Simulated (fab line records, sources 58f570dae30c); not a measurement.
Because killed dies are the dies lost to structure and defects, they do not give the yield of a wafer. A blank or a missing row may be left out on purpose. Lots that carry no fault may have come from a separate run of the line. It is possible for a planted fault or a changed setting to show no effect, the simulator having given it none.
fab line records + flow berkeleyCmos170
record:
- lots: 6
- wafers: 18
- lastDay: 11
route steps=331 shown M2@272
lots that met no fault: from a run of the same line without faults
startH: hours from the record's first day to the start of the lot's first wafer shown + waitH: hours elapsed since this lot's preceding step + " unchanged from the row above + L1.1+2: one row covering several wafers at once + - no value, or no start was given + * or withheld: withheld + < > ~ a bound
route shown NAME@n: NAME is a module with steps in the file, n the number in the route of the first one + usual: mean and standard deviation over wafers with no fault + same: alike in all rows + chamber/n: place in a boat + sites: per-site readings + _std_site: standard deviation of those values + _edge_site: mean of outer sites minus mean of inner sites + radiusMm: for every site, how far away it sits from the centre of the wafer + mask NAME#n: copy n + behind: the tool/chamber that last shaped the wafer + hold: cause of the lot's hold/its duration in hours/its outcome + device: the n, p or np transistor that did not switch + end of line: tests run on the same wafers once the route is complete + step lacking rows: just its recipe + killed: dies lost to structure and defects at the first sort, not the wafer's yield + map: per-die view of a wafer (x killed, . not killed, _ where there is no die)
set.NAME: the setting that was run; set.NAME@STEP: the one run at that earlier step + model.NAME: the simulator's own value behind a step, which no gauge read
lots at some steps of the route; a table a step, a row a wafer
services: when a tool's chamber went out of use (startH, in hours from the record's first day, below 0 if earlier), for how many hours, and the reason
== steps ==
step: UCB170_M2_SPUTTER_01
recipe:
- material: Al
- targetThkNm: 900
- timeS: 120
- powerW: 6000
- chamberPressurePa: 0.5
usual:
- throttleValvePct: 30.1/1.3
| lot.wafer | tool          | chamber | startH | waitH | throttleValvePct |
|-----------|---------------|---------|--------|-------|------------------|
| L848.1    | pvdSputter-04 | -       | 150.02 | 0.0   | 30.8             |
| L848.2    | "             | -       | "      | "     | 28.9             |
| L848.5    | "             | -       | "      | "     | 31.0             |
| L855.3    | pvdSputter-04 | -       | 190.74 | 0.0   | 30.6             |
| L855.5    | "             | -       | "      | "     | 29.1             |
| L855.6    | "             | -       | "      | "     | 30.9             |
| L864.2    | pvdSputter-01 | -       | 234.86 | 0.0   | 31.1             |
| L864.3    | "             | -       | "      | "     | 30.0             |
| L864.6    | "             | -       | "      | "     | 30.3             |
| L867.4    | pvdSputter-02 | -       | 235.14 | 0.0   | 29.2             |
| L867.5    | "             | -       | "      | "     | 27.8             |
| L867.6    | "             | -       | "      | "     | 33.3             |
| L869.1    | pvdSputter-01 | -       | 259.21 | 0.0   | 31.2             |
| L869.2    | "             | -       | "      | "     | 30.4             |
| L869.6    | "             | -       | "      | "     | 30.2             |
| L868.1    | pvdSputter-02 | -       | 259.35 | 0.0   | 33.3             |
| L868.2    | "             | -       | "      | "     | 28.1             |
| L868.5    | "             | -       | "      | "     | 33.2             |
step: UCB170_M2_RS_MEAS_02
recipe:
- thkMeasGauge: four-point-probe
- reads: Al_of_M2_SPUTTER_01
usual:
- M2_AL_RS: 0.0321/0.00043
| lot.wafer | tool         | chamber | startH | waitH | M2_AL_RS[ohm/sq] |
|-----------|--------------|---------|--------|-------|------------------|
| L848.1    | filmMetro-03 | -       | 150.10 | 0.0   | 0.0316           |
| L848.2    | "            | -       | "      | "     | 0.0317           |
| L848.5    | "            | -       | "      | "     | 0.0314           |
| L855.3    | filmMetro-02 | -       | 190.86 | 0.1   | 0.0319           |
| L855.5    | "            | -       | "      | "     | 0.0317           |
| L855.6    | "            | -       | "      | "     | 0.0314           |
| L864.2    | filmMetro-04 | -       | 234.97 | 0.1   | 0.0328           |
| L864.3    | "            | -       | "      | "     | 0.0322           |
| L864.6    | "            | -       | "      | "     | 0.0326           |
| L867.4    | filmMetro-03 | -       | 235.28 | 0.1   | 0.0323           |
| L867.5    | "            | -       | "      | "     | 0.0320           |
| L867.6    | "            | -       | "      | "     | 0.0325           |
| L869.1    | filmMetro-04 | -       | 259.29 | 0.0   | 0.0326           |
| L869.2    | "            | -       | "      | "     | 0.0320           |
| L869.6    | "            | -       | "      | "     | 0.0319           |
| L868.1    | filmMetro-02 | -       | 259.44 | 0.0   | 0.0320           |
| L868.2    | "            | -       | "      | "     | 0.0316           |
| L868.5    | "            | -       | "      | "     | 0.0320           |
step: UCB170_M2_THK_MEAS_03
recipe:
- thkMeasGauge: xrf
- reads: Al_of_M2_SPUTTER_01
usual:
- M2_AL_THK: 899/15
| lot.wafer | tool         | chamber | startH | waitH | M2_AL_THK[nm] |
|-----------|--------------|---------|--------|-------|---------------|
| L848.1    | filmMetro-03 | -       | 150.22 | 0.1   | 905           |
| L848.2    | "            | -       | "      | "     | 906           |
| L848.5    | "            | -       | "      | "     | 917           |
| L855.3    | filmMetro-02 | -       | 190.96 | 0.1   | 912           |
| L855.5    | "            | -       | "      | "     | 917           |
| L855.6    | "            | -       | "      | "     | 931           |
| L864.2    | filmMetro-04 | -       | 235.08 | 0.1   | 875           |
| L864.3    | "            | -       | "      | "     | 889           |
| L864.6    | "            | -       | "      | "     | 875           |
| L867.4    | filmMetro-03 | -       | 235.37 | 0.1   | 888           |
| L867.5    | "            | -       | "      | "     | 897           |
| L867.6    | "            | -       | "      | "     | 886           |
| L869.1    | filmMetro-04 | -       | 259.41 | 0.1   | 888           |
| L869.2    | "            | -       | "      | "     | 904           |
| L869.6    | "            | -       | "      | "     | 907           |
| L868.1    | filmMetro-02 | -       | 259.56 | 0.1   | 918           |
| L868.2    | "            | -       | "      | "     | 925           |
| L868.5    | "            | -       | "      | "     | 911           |
step: UCB170_M2_HMDS_04
recipe:
- primeTimeS: 60
- primeTempC: 100
step: UCB170_M2_COAT_05
recipe:
- resist: KrF
- spinRpm: 1500
- resistThkNm: 900
step: UCB170_M2_SOFTBAKE_06
recipe:
- resist: KrF
- tempC: 130
- timeS: 60
step: UCB170_M2_STRIP_07
recipe:
- chemistry: O2
- powerW: 400
- pressureMtorr: 3500
- platenTempC: withheld
- o2FlowSccm: 400
- overashFraction: 0.5
usual:
- drypumpMotorCurrentA: 5.8/0.51
- oesProductAu: 0.734/0.0049
- stripTimeToEndpointS: 21.98/0.063
| lot.wafer | tool           | chamber | startH | waitH | drypumpMotorCurrentA | oesProductAu | rfHoursCounterH | stripTimeToEndpointS |
|-----------|----------------|---------|--------|-------|----------------------|--------------|-----------------|----------------------|
| L848.1    | plasmaAsher-03 | 1       | 150.73 | 0.1   | 5.4                  | 0.741        | 45              | 21.86                |
| L848.2    | "              | 0       | "      | "     | 5.5                  | 0.734        | 45              | 21.90                |
| L848.5    | "              | 1       | "      | "     | 5.4                  | 0.731        | -               | 22.01                |
| L855.3    | plasmaAsher-01 | 0       | 191.65 | 0.1   | 5.3                  | 0.740        | -               | 21.89                |
| L855.5    | "              | 0       | "      | "     | 5.3                  | 0.727        | -               | 21.94                |
| L855.6    | "              | 1       | "      | "     | 6.6                  | 0.730        | -               | 21.92                |
| L864.2    | plasmaAsher-01 | 0       | 235.58 | 0.1   | 5.4                  | 0.745        | 38              | 21.93                |
| L864.3    | "              | 0       | "      | "     | 5.3                  | 0.733        | -               | 21.89                |
| L864.6    | "              | 0       | "      | "     | 5.3                  | 0.742        | -               | 21.95                |
| L867.4    | plasmaAsher-04 | 1       | 235.90 | 0.1   | 5.9                  | 0.731        | -               | 22.00                |
| L867.5    | "              | 0       | "      | "     | 6.6                  | 0.736        | -               | 21.99                |
| L867.6    | "              | 1       | "      | "     | 5.9                  | 0.719        | -               | 22.04                |
| L869.1    | plasmaAsher-01 | 0       | 259.96 | 0.1   | 5.3                  | 0.731        | 41              | 22.08                |
| L869.2    | "              | 1       | "      | "     | 6.5                  | 0.731        | 41              | 22.12                |
| L869.6    | "              | 0       | "      | "     | 5.3                  | 0.728        | -               | 22.04                |
| L868.1    | plasmaAsher-03 | 0       | 260.10 | 0.1   | 5.5                  | 0.731        | 59              | 21.99                |
| L868.2    | "              | 1       | "      | "     | 5.4                  | 0.734        | 59              | 22.02                |
| L868.5    | "              | 1       | "      | "     | 5.4                  | 0.739        | -               | 22.01                |
step: UCB170_M2_STRIP_08
recipe:
- chemistry: DMSO
- tempC: 80
- timeS: 600
- material: KrF
step: UCB170_M2_COAT_09
recipe:
- resist: BARC
- tempC: withheld
- timeS: withheld
- spinRpm: 3000
- resistThkNm: withheld
step: UCB170_M2_COAT_10
recipe:
- resist: KrF
- spinRpm: 1500
- resistThkNm: 900
step: UCB170_M2_SOFTBAKE_11
recipe:
- resist: KrF
- tempC: 130
- timeS: 60
step: UCB170_M2_EXPOSE_12
recipe:
- maskId: METAL2
- targetCdNm: 700
- na: 0.5
- sigmaOuter: 0.6
- sourceShape: conventional
- doseMj: 26
step: UCB170_M2_PEB_13
recipe:
- pebTempC: 130
- pebTimeS: withheld
- resist: KrF
usual:
- chillPlateTempC: 23.01/0.1
- exhaustPa: 45.0/0.78
| lot.wafer | tool          | chamber | startH | waitH | chillPlateTempC | exhaustPa |
|-----------|---------------|---------|--------|-------|-----------------|-----------|
| L848.1    | lithoTrack-02 | 0       | 152.08 | 0.2   | 23.18           | 46.6      |
| L848.2    | "             | 0       | "      | "     | 23.00           | 44.6      |
| L848.5    | "             | 0       | "      | "     | 22.90           | 45.0      |
| L855.3    | lithoTrack-01 | 0       | 192.95 | 0.4   | 23.01           | 44.8      |
| L855.5    | "             | 0       | "      | "     | 22.99           | 44.5      |
| L855.6    | "             | 0       | "      | "     | 22.96           | 45.2      |
| L864.2    | lithoTrack-02 | -       | 237.23 | 0.8   | -               | -         |
| L864.3    | "             | -       | "      | "     | -               | -         |
| L864.6    | "             | -       | "      | "     | -               | -         |
| L867.4    | lithoTrack-02 | -       | 237.55 | 0.7   | -               | -         |
| L867.5    | "             | -       | "      | "     | -               | -         |
| L867.6    | "             | -       | "      | "     | -               | -         |
| L869.1    | lithoTrack-02 | 0       | 261.06 | 0.2   | 23.10           | 44.9      |
| L869.2    | "             | 0       | "      | "     | 23.06           | 45.2      |
| L869.6    | "             | 0       | "      | "     | 23.01           | 44.5      |
| L868.1    | lithoTrack-03 | 0       | 261.44 | 0.4   | 23.19           | 45.0      |
| L868.2    | "             | 0       | "      | "     | 22.97           | 44.6      |
| L868.5    | "             | 0       | "      | "     | 22.91           | 45.9      |
step: UCB170_M2_DEVELOP_14
recipe:
- developer: TMAH
- developTimeS: 45
- resist: KrF
- devTempC: 21
== services ==
| tool           | chamber | startH | hours | kind                     |
|----------------|---------|--------|-------|--------------------------|
| plasmaAsher-01 | -       | 136.96 | 20.3  | repair                   |
| plasmaAsher-04 | -       | 140.63 | 4.3   | repair                   |
| plasmaAsher-01 | -       | 158.26 | 15.6  | pm                       |
| lithoTrack-01  | -       | 209.79 | -     | consumableReplace:filter |
| pvdSputter-01  | -       | 246.39 | 2.3   | repair                   |
== key ==
firstSign:
- step: UCB170_M2_PEB_13
- reading: toolRecord
- direction: missing
effect none on later readings
metAt UCB170_M2_PEB_13
struckWafers L864.2,L864.3,L864.6,L867.4,L867.5,L867.6
laterRowsLeftOut L864.2,L864.3,L864.6,L867.4,L867.5,L867.6
sortLeftOut L864.2,L864.3,L864.6,L867.4,L867.5,L867.6
onsetBetween 152.08 237.23
fault:
- kind: skippedStepWhole
- tool: lithoTrack-02
- chamber: -
- onsetH: 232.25
- steps: UCB170_M2_PEB_13
- scope: struckLotsOnly
sortLeftOut: the simulated sort isn't trusted on such a fault, so these wafers' sort isn't shown, and their yield isn't known
laterRowsLeftOut: the simulator's readings of these wafers behind a module that went badly wrong aren't trusted and aren't shown, but for the sort
